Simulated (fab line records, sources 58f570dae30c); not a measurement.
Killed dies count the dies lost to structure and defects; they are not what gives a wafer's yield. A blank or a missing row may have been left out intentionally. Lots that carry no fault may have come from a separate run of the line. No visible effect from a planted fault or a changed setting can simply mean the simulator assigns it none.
Struck lot and sound lot, side by side | flow berkeley-cmos170 | 15 out of 331 route steps
Sound: wafers L869.1, L869.5, L869.6. The struck wafers were L877.2, L877.3, L877.6. At the end, the cause is stated.
At each step with rows: each side's tool, then ch and its chambers, then its first start. Under that, the readings that differ: sound wafers | struck wafers | difference of the means | sigmas: that difference in standard deviations of wafers without a fault.
alike: readings with means less than 2 such deviations apart, plus words and numbers identical on both sides. not compared: withheld readings, readings lacking a value on some wafer, bounds such as >300 that could conceal the same value, and numbers that have no deviation in the record and whose values overlap.
The two part at a step that has a row with sigmas, a row that says differs or no value, or rows on one side only. Numbers that don't overlap but have no deviation are shown without sigmas and don't part them. Lack of a reading on every wafer of one side parts them only where that side has two or more wafers.

UCB170_ACTIVE_THK_MEAS_03:
  sound: film-metro-02 at day 5 21:22; struck: film-metro-04 at day 7 15:43
  reading               | sound          | struck         | difference | sigmas
  ACTIVE_OXIDE_THK (nm) | 26.4 26.4 26.2 | 27.6 27.4 27.1 | +1.0       | +2
then, 2 steps without rows for these wafers: UCB170_ACTIVE_ANNEAL_04 (time 900 s); UCB170_ACTIVE_CVD_05 (deposits Si3N4 from SiH2Cl2/NH3, target thk 220 nm, time 3300 s).
UCB170_ACTIVE_THK_MEAS_06:
  sound: film-metro-02 at day 6 04:55; struck: film-metro-04 at day 7 23:02
  alike: ACTIVE_NITRIDE_THK
then, 6 steps without rows for these wafers: UCB170_ACTIVE_HMDS_07 (prime time 60 s); UCB170_ACTIVE_COAT_08 (resist thk 900 nm); UCB170_ACTIVE_SOFTBAKE_09 (time 60 s); UCB170_ACTIVE_EXPOSE_10 (exposes mask ACTIVE, target cd 1200 nm); UCB170_ACTIVE_PEB_11; UCB170_ACTIVE_DEVELOP_12 (develop time 45 s).
UCB170_ACTIVE_CD_MEAS_13 targets a cd of 1200 nm.
  sound: cd-sem-02 at day 6 06:14; struck: cd-sem-02 at day 8 00:44
  alike: cd-nm
UCB170_ACTIVE_OVL_MEAS_14:
  sound: overlay-01 at day 6 06:22; struck: overlay-02 at day 8 00:50
  alike: ACTIVE_OVL
UCB170_ACTIVE_ETCH_15: etches Si3N4 in CH3F/Ar/O2, stops on SiO2, target depth 242 nm, time 151 s.
  sound on rie-diel-01 ch 0,1,2, day 6 06:23; struck on rie-diel-03 ch 1,3, day 8 00:52
  reading                                       | sound             | struck               | difference | sigmas
  model.KrF_of_ACTIVE_COAT_08.thk-nm (nm)       | 728.3 731.6 731.9 | 629.9 637.4 633.5    | -97.0      |
  model.SiO2_of_ACTIVE_OXIDATION_02.thk-nm (nm) | 22.42 22.14 22.61 | 0.5845 0.7045 0.1844 | -21.8989   |
  alike: drypump-motor-current-A, oes-product-au, throttle-valve-pct
  not compared: rf-hours-counter-h
UCB170_ACTIVE_STRIP_16: strips in O2.
  sound on plasma-asher-03 ch 0,1, day 6 06:29; struck on plasma-asher-03 ch 0,1, day 8 00:58
  reading                      | sound             | struck            | difference | sigmas
  strip-time-to-endpoint-s (s) | 18.19 18.27 18.27 | 15.90 16.00 15.91 | -2.31      | -25
  alike: drypump-motor-current-A, oes-product-au
  not compared: rf-hours-counter-h
UCB170_ACTIVE_CD_MEAS_90 targets a cd of 1200 nm.
  sound: cd-sem-02 at day 6 06:35; struck: cd-sem-01 at day 8 01:05
  alike: cd-nm

WHERE THEY PART
Last at UCB170_ACTIVE_STRIP_16 as far as this record goes, first at UCB170_ACTIVE_THK_MEAS_03. Later steps at which nothing parts them and some readings are alike: UCB170_ACTIVE_CD_MEAS_90.

WHY: what the simulator had put in
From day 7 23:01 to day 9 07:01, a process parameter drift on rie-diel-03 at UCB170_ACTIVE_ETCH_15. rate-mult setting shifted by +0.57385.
